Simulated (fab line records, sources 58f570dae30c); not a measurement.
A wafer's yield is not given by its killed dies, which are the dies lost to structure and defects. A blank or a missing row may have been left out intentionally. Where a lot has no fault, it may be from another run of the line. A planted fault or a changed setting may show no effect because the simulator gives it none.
Matching of chambers	flow berkeley-cmos170	UCB170_SPACER_ETCHBACK_03 on rie-diel-03: 4 sister chambers
The step etches SiO2 in CHF3/CF4/Ar, stops on Si, target depth 376 nm, time 100 s. 14 wafers are shown with their chamber, then 7 later ones without.

WAFERS WITH THEIR CHAMBER
wafer	chamber	drypump-motor-current-A (A)	throttle-valve-pct (%)	oes-product-au (a.u.)
L423.1	1	5.8	6.52	0.881
L423.2	3	5.6	6.39	0.906
L423.3	0	6.7	6.49	0.891
L424.2	2	6.6	6.60	0.849
L424.5	3	5.7	6.40	0.909
L424.6	2	6.6	6.59	0.877
L426.4	1	5.8	6.53	0.890
L426.5	0	6.7	6.49	0.898
L426.6	3	5.7	6.39	0.904
L427.3	2	6.5	6.60	0.867
L430.3	3	5.7	6.39	0.920
L430.4	1	5.8	6.51	0.890
L430.6	0	6.7	6.48	0.888
L434.2	2	6.6	6.61	0.872

SIGNATURES (means of the wafers above)
reading	chamber 0	chamber 1	chamber 2	chamber 3	scatter within a chamber
drypump-motor-current-A	6.700	5.800	6.575	5.675	0.0387
throttle-valve-pct	6.4867	6.5200	6.6000	6.3925	0.00736
oes-product-au	0.89233	0.88700	0.86625	0.90975	0.0084
Rule: a wafer lies at a distance from a chamber equal to the root of the sum of squares, over the readings, of (its reading less the chamber's mean, divided by the reading's scatter). If the next closest chamber is less than 2 further off than the closest, the wafer can't be placed; otherwise it belongs to the closest. The scatter is the square root of a quotient: the sum, over the shown wafers, of each reading's squared deviation from its chamber's mean, divided by wafers minus chambers.

WAFERS WHOSE CHAMBER IS MISSING
wafer	drypump-motor-current-A (A)	throttle-valve-pct (%)	oes-product-au (a.u.)
L434.5	6.6	6.60	0.875
L442.2	5.7	6.40	0.889
L442.4	5.8	6.50	0.885
L442.5	6.7	6.49	0.887
L445.2	6.7	6.48	0.882
L445.5	6.7	6.50	0.879
L445.6	5.6	6.39	0.903

CHAMBER TAKEN BY EACH
wafer	from the rows above	in truth
L434.5	2	2
L442.2	3	3
L442.4	1	1
L442.5	0	0
L445.2	0	0
L445.5	0	0
L445.6	3	3
Correctly placed: 7 of 7. From these rows, 0 cannot be placed. Placed wrongly: 0.
